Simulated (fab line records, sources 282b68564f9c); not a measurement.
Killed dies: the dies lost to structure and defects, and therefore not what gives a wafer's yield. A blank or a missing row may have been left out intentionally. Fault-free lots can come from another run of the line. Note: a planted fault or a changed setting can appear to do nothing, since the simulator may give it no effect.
2 desks looking at one fault | flow rit-cmos | what lay behind the numbers comes last; until then each desk has only its own

## FROM THE METROLOGY DESK
Means of the sampled wafers that have a number, per lot and without regard to the tool the lot ran on: this is what the gauges read. A lot is out of limits, marked OUT, if its mean lies more than 4 standard deviations from the usual mean; the brackets give that distance.
Columns: A = SPACER_NITRIDE_THK at RIT_SPACER_THK_MEAS_04, usual 250.3 nm
lot  | first seen here | A
L760 | day 3 12:44     | 251.4
L762 | day 3 15:43     | 250.3
L763 | day 3 19:58     | 249.7
L764 | day 4 04:05     | 247.9
L765 | day 4 04:40     | 252.3
L766 | day 4 08:30     | 361.5 (+46) OUT
L773 | day 5 21:36     | 248.1
L774 | day 6 03:37     | 248.5
L776 | day 6 15:31     | 248.4
L777 | day 6 17:52     | 247.3
L779 | day 7 02:16     | 248.7
L781 | day 7 12:37     | 250.4
L783 | day 7 23:01     | 251.2
Finding of this desk: L766 out of limits, first seen on L766 at day 4 08:30 (SPACER_NITRIDE_THK at RIT_SPACER_THK_MEAS_04). L760, L762, L763, L764, L765, L773, L774, L776, L777, L779, L781, L783: within limits.

## AT THE TOOL OWNER'S DESK: lpcvd-01
The tool's own readings at RIT_SPACER_CVD_03 (deposits Si3N4 from SiH2Cl2/NH3, target thk 250 nm, time 3300 s): means of the sampled wafers that have a number, for each lot that ran on this tool. A lot is out of limits, marked OUT, if its mean lies more than 4 standard deviations from the usual mean; the brackets give that distance.
Columns: A = nh3-flow-sccm at RIT_SPACER_CVD_03, usual 150.1 sccm; B = zone-power-load-pct at RIT_SPACER_CVD_03, usual 20.9 %
lot  | first seen here | A     | B
L760 | day 3 10:49     | 150.1 | 21.7
L762 | day 3 13:47     | 150.3 | 23.3
L763 | day 3 18:02     | 150.6 | 23.1
L764 | day 4 02:10     | 149.7 | 23.3
L766 | day 4 06:34     | 150.1 | 23.1
L783 | day 7 21:06     | 150.7 | 23.1
This desk found nothing out of limits on any of the 6 lots.

## PUT TOGETHER
L766 would have let the metrology desk raise an alarm at day 4 08:30.
The desk of the tool owner found nothing out of limits.
On record at the tool owner's desk: L766, within its limits.
Every lot named ran RIT_SPACER_CVD_03 on lpcvd-01.

## WHAT THE SIMULATOR HAD INSERTED
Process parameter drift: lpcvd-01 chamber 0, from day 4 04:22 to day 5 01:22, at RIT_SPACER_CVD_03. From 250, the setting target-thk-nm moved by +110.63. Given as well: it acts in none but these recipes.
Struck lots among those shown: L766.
Time in hours between the start of the fault and the first out-of-limits reading at each desk: metrology desk, 4.
